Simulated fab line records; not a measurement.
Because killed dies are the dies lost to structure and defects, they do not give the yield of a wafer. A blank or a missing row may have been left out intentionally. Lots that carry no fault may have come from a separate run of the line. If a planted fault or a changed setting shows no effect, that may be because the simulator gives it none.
What tool caused it? ; flow berkeley_cmos170 ; Sampling: 13 lots, 39 wafers, 4 of 331 route steps

== WHAT EACH GAUGE READ, for each wafer ==
UCB170_V2_CD_MEAS_12 targets a cd of 700 nm.
lot;measured;on;cd_nm (nm)
L999;day 8 01:28;cd_sem-02;699.4 700.0 700.6
L100;day 8 11:08;cd_sem-01;701.0 700.4 700.6
L102;day 8 12:48;cd_sem-01;701.1 700.7 699.8
L103;day 8 13:03;cd_sem-01;702.4 701.9 701.8
L101;day 8 12:23;cd_sem-01;700.3 701.9 701.6
L104;day 8 16:44;cd_sem-01;697.3 697.3 698.6
L106;day 9 10:10;cd_sem-01;698.8 698.8 698.6
L108;day 9 10:53;cd_sem-02;698.2 700.0 699.1
L109;day 9 11:12;cd_sem-02;701.9 702.4 702.2
L114;day 10 08:46;cd_sem-02;699.7 698.7 700.0
L119;day 11 20:08;cd_sem-02;699.8 700.4 701.1
L120;day 12 04:58;cd_sem-02;700.3 702.0 703.1
L122;day 12 12:58;cd_sem-01;697.0 698.5 698.4

UCB170_M3_CD_MEAS_15 targets a cd of 700 nm.
lot;measured;on;cd_nm (nm)
L999;day 8 04:40;cd_sem-01;699.5 700.6 700.2
L100;day 8 14:18;cd_sem-02;700.8 702.4 701.1
L102;day 8 15:46;cd_sem-01;699.4 700.0 699.5
L103;day 8 15:50;cd_sem-02;698.6 699.6 699.5
L101;day 8 15:11;cd_sem-01;700.3 699.6 699.3
L104;day 8 19:38;cd_sem-01;701.3 700.4 699.5
L106;day 9 13:32;cd_sem-01;700.0 698.5 700.2
L108;day 9 14:22;cd_sem-01;701.0 701.6 699.6
L109;day 9 14:36;cd_sem-02;700.4 700.6 700.1
L114;day 10 11:33;cd_sem-01;697.9 698.9 698.4
L119;day 11 23:00;cd_sem-02;700.8 699.3 701.4
L120;day 12 07:40;cd_sem-02;699.8 700.6 699.5
L122;day 12 16:34;cd_sem-01;698.4 698.6 699.1

== WHAT TOOL EACH LOT RAN ON (gives the tool, then ch and the chambers of the sampled wafers, and finally the start) ==
lot;UCB170_M1_ETCH_11;UCB170_V2_CVD_00
L999;rie_diel-01 ch 0,2,3, day 7 13:46;pecvd-04 ch 1,2, day 7 23:29
L100;rie_diel-02 ch 0,1,2, day 7 19:44;pecvd-02 ch 0,1, day 8 08:59
L102;rie_diel-04 ch 0,1,2, day 7 20:35;pecvd-04 ch 0,1, day 8 09:43
L103;rie_diel-02 ch 0,1,3, day 7 20:56;pecvd-02 ch 1,2, day 8 09:45
L101;rie_diel-02 ch 0,3, day 7 22:40;pecvd-01 ch 1,2, day 8 09:23
L104;rie_diel-04 ch 0,2,3, day 8 06:15;pecvd-01 ch 0,1, day 8 14:49
L106;rie_diel-02 ch 2,3, day 8 21:00;pecvd-04 ch 0,2, day 9 08:13
L108;rie_diel-01 ch 1,2, day 8 21:18;pecvd-02 ch 0,1,2, day 9 08:50
L109;rie_diel-02 ch 1,2,3, day 8 23:34;pecvd-04 ch 0,2, day 9 08:56
L114;rie_diel-02 ch 0,1,2, day 9 22:31;pecvd-04 ch 0,1,2, day 10 07:03
L119;rie_diel-01 ch 0,2, day 11 06:19;pecvd-01 ch 0,1, day 11 18:19
L120;rie_diel-01 ch 1,2,3, day 11 17:59;pecvd-02 ch 0,1,2, day 12 02:50
L122;rie_diel-04 ch 1,2, day 12 00:19;pecvd-01 ch 0,1, day 12 10:39
- UCB170_M1_ETCH_11: etches BARC in N2/H2.
- UCB170_V2_CVD_00: deposits SiO2 from TEOS/O2, target thk 2000 nm, time 250 s.

== AS READ BY THE TOOLS THEMSELVES (means over the sampled wafers that have a number; for cases with no such wafer, the mark the record gives instead) ==
UCB170_M1_ETCH_11.
lot;tool;drypump_motor_current_A (A);oes_product_au (a.u.);throttle_valve_pct (%)
L999;rie_diel-01;5.6;1.008;13.29
L100;rie_diel-02;5.8;0.999;13.41
L102;rie_diel-04;5.6;1.005;13.37
L103;rie_diel-02;5.5;1.006;13.45
L101;rie_diel-02;5.5;1.016;13.42
L104;rie_diel-04;5.4;1.023;13.21
L106;rie_diel-02;5.8;1.022;13.30
L108;rie_diel-01;5.7;0.983;13.28
L109;rie_diel-02;5.8;1.016;13.35
L114;rie_diel-02;5.8;1.047;13.41
L119;rie_diel-01;5.8;1.021;13.43
L120;rie_diel-01;5.7;1.005;13.23
L122;rie_diel-04;5.5;0.998;13.44

UCB170_V2_CVD_00.
lot;tool;heater_power_w (W)
L999;pecvd-04;219
L100;pecvd-02;231
L102;pecvd-04;243
L103;pecvd-02;234
L101;pecvd-01;250
L104;pecvd-01;286
L106;pecvd-04;200
L108;pecvd-02;274
L109;pecvd-04;187
L114;pecvd-04;230
L119;pecvd-01;292
L120;pecvd-02;292
L122;pecvd-01;251

== THE ANSWER, worked out from the rows above alone ==
Rule: usual is defined by the lots themselves. The widest of any qualifying gaps counts: lots, ordered by their means at a reading, are off when they make up no more than a third of the lots, leave a main group of 4 or more, and stand apart from it by 3 or more times the standard deviation of that group's means. If all means in a main group match to the digits the tables above print for the reading, that group is not used. Also off: a lot with no number at a reading for which 4 or more lots have one. All remaining lots with rows at the step are treated as sound. First the gauges in route order, then the tools' own readings, where a lot's mean is used as printed above. At the first step where some lot is off, the reading lying furthest off is the one used; lots without a number count as furthest.
Across all readings shown, no lot is off: no conclusion can be drawn from this.

== WHAT HAD BEEN PUT IN BY THE SIMULATOR ==
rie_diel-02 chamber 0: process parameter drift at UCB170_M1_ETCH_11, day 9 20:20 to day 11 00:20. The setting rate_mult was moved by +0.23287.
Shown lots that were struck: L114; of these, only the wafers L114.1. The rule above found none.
